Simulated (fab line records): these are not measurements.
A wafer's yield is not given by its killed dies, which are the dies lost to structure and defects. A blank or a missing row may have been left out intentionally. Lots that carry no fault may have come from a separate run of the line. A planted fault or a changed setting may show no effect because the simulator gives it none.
Problem report, 8D (eight disciplines) form, completed by code -- flow rit cmos -- the parts of the form that need people (team, actions taken, sign-off) are left out

== 1. WHAT IS WRONG ==
Across 2 wafers from 2 lots, CONTACT_TEOS_THK at RIT_CONTACT_THK_MEAS_01 averages 446 nm, while fault-free wafers read 401 nm with a standard deviation of 5.2. Relative to the usual mean, that is a shift of +8.7 standard deviations.
Seen first at day 4 23:44 on film metro-01, wafer L757.3. At this step, 42 wafers from 14 lots have a number in the record. By rule, "out" or "out of limits" means more than 4 standard deviations away from the usual mean. All remaining wafers that have a number are taken as sound.

== 2. WHAT IT IS; WHAT IT IS NOT ==
question,is,is not
which readings at this step,CONTACT_TEOS_THK,-
which lots,"L757, L759","L749, L750, L751, L753, L754, L761, L764, L766, L767, L769, L771, L772"
which wafers of those lots,"L757.3, L759.2","L757.1, L757.2, L759.3, L759.4"
read on which gauges,film metro-01,"film metro-03, film metro-04"
when,from day 4 23:44,"up to then (17 sound wafers); but 23 sound wafers of L759, L761, L764, L766, L767, L769, L771, L772 came after"

== 3. THE SUSPECTS, EACH WITH WHAT RULES IT OUT ==
Counting: any tool at a process step up to the reading remains a suspect provided it ran every lot that is out. Sound lots after the first of them don't rule it out here, since some wafers of a struck lot are sound.
- the gauge at RIT_CONTACT_THK_MEAS_01 is ruled out. All the wafers that are out were read on film metro-01, but those of them that RIT_CONTACT_CVD_00 has rows for are out there too, on other tools.
- plasma asher-04 at RIT_PSD_STRIP_09 (strips in O2, time 180 s): kept. Every lot that is out went through it, the first being L757 (day 4 22:02); the last sound lot it ran before that was L751 (day 3 18:01).
- pecvd-04 at RIT_CONTACT_CVD_00 (deposits SiO2 from TEOS, target thk 400 nm, time 61 s): kept. Every lot that is out went through it, the first being L757 (day 4 23:41); the last sound lot it ran before that was L754 (day 4 07:26). Its own run length s readings are out on those wafers.
- At RIT_CONTACT_CVD_00, inside pecvd-04: chamber 0 took the wafers that are out, while their sound lot-mates went through chambers 1, 2.
Left after counting: plasma asher-04 at RIT_PSD_STRIP_09, pecvd-04 at RIT_CONTACT_CVD_00.

== 4. THE CAUSE (what the simulator had put in) ==
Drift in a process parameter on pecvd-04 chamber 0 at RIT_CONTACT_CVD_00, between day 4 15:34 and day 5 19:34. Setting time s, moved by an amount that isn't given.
Of the 2 suspects that counting leaves, this tool is one.

== 5. THE EFFECT CHAIN, in route order ==
Rows list readings where the struck wafers' mean (over those with a number) sits beyond 3 standard deviations from the usual. Scope: only readings with a usual standard deviation given in the record; hours: median across lots of the time from each lot's start at the first step in this table that gives one to its start at this step; sigmas: change in usual standard deviations.
hours,step,reading,usual,on struck wafers,change,sigmas
0,RIT_CONTACT_CVD_00,run length s,88.9 s,95.2,+6.3,+11
0,RIT_CONTACT_THK_MEAS_01,CONTACT_TEOS_THK,401 nm,446,+45,+8.7
Here are the process steps it includes:
- RIT_CONTACT_CVD_00: deposits SiO2 from TEOS, target thk 400 nm, time 61 s.

== 6. HOW IT WOULD HAVE BEEN CAUGHT EARLIER ==
Counted from the fault's start at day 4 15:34, it took 8 hours until the first out-of-limits reading at a measuring or inspecting step in this record, taken at day 4 23:44.
At RIT_CONTACT_CVD_00, the tool's own readings (run length s) were out on each struck wafer the step has a row for, so an alarm limit on them would have fired on the first such wafer.
Lots out: 2; of these, L759 started RIT_CONTACT_CVD_00 on pecvd-04 after day 4 23:44. Had the tool been put on hold then, it would have been spared.
